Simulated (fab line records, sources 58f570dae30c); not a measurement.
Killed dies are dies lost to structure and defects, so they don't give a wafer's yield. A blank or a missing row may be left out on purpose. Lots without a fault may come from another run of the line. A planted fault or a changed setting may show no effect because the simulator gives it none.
One fault seen from 2 desks | flow berkeley_cmos170 | each desk has only its own numbers; what lay behind them comes last

THE TOOL OWNER'S DESK: rie_diel-03
The tool's own readings at UCB170_SPACER_ETCHBACK_03 (etches SiO2 in CHF3/CF4/Ar, stops on Si, target depth 376 nm, time 100 s): means of the sampled wafers that have a number, for each lot that ran on this tool. A lot is out of limits, marked OUT, if its mean lies more than 4 standard deviations from the usual mean; the brackets give that distance.
Columns: A = CHF3_flow_sccm at UCB170_SPACER_ETCHBACK_03, usual 49.98 sccm; B = drypump_motor_current_A at UCB170_SPACER_ETCHBACK_03, usual 5.7 A; C = mfc_ar_sccm at UCB170_SPACER_ETCHBACK_03, usual 119.9 sccm; D = oes_product_au at UCB170_SPACER_ETCHBACK_03, usual 0.904 a.u.; E = throttle_valve_pct at UCB170_SPACER_ETCHBACK_03, usual 6.41 %
lot  | first seen here | A     | B   | C     | D                | E
L124 | day 7 07:11     | 50.06 | 5.3 | 120.4 | 0.902            | 6.37
L134 | day 9 06:14     | 50.11 | 5.3 | 119.7 | 0.761 (-8.4) OUT | 6.35
L132 | day 9 06:19     | 50.09 | 6.0 | 119.8 | 0.744 (-9.4) OUT | 6.27
L135 | day 9 19:27     | 49.88 | 5.1 | 119.7 | 0.759 (-8.5) OUT | 6.24
This desk's finding: out of limits on L132, L134, L135; first on L134, day 9 06:14 (oes_product_au at UCB170_SPACER_ETCHBACK_03). In limits: L124.

THE METROLOGY DESK
What the gauges read, lot by lot, whatever tool the lot ran on: means of the sampled wafers that have a number. A lot is out of limits, marked OUT, if its mean lies more than 4 standard deviations from the usual mean; the brackets give that distance.
Columns: A = cd_nm at UCB170_ACTIVE_CD_MEAS_13, usual 1200.0 nm
lot  | first seen here | A
L124 | day 4 12:46     | 1201.1
L125 | day 4 13:48     | 1199.4
L126 | day 5 01:46     | 1197.6
L131 | day 5 19:39     | 1201.4
L133 | day 6 06:17     | 1202.4
L132 | day 6 06:31     | 1202.0
L134 | day 6 06:44     | 1200.2
L135 | day 6 15:26     | 1200.5
L137 | day 7 09:08     | 1198.9
L139 | day 7 20:34     | 1199.7
L140 | day 8 00:50     | 1200.1
L142 | day 8 07:35     | 1199.5
L144 | day 9 14:11     | 1201.5
L145 | day 9 21:38     | 1200.9
L147 | day 9 21:44     | 1201.6
This desk's finding: nothing out of limits on any of the 15 lots.

PUT TOGETHER
The tool owner's desk could have raised an alarm at day 9 06:14, on L132, L134, L135.
The metrology desk saw nothing out of limits.
The metrology desk has L132, L134, L135 on record, within its limits.
Of the lots named, all ran UCB170_SPACER_ETCHBACK_03 on rie_diel-03.

WHAT THE SIMULATOR HAD PUT IN
Process parameter drift: rie_diel-03, from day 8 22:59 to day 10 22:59, at UCB170_SPACER_ETCHBACK_03. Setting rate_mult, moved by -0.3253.
Lots struck among those shown: L132, L134, L135.
Hours from the fault's start to each desk's first reading out of limits: the tool owner's desk, 7.
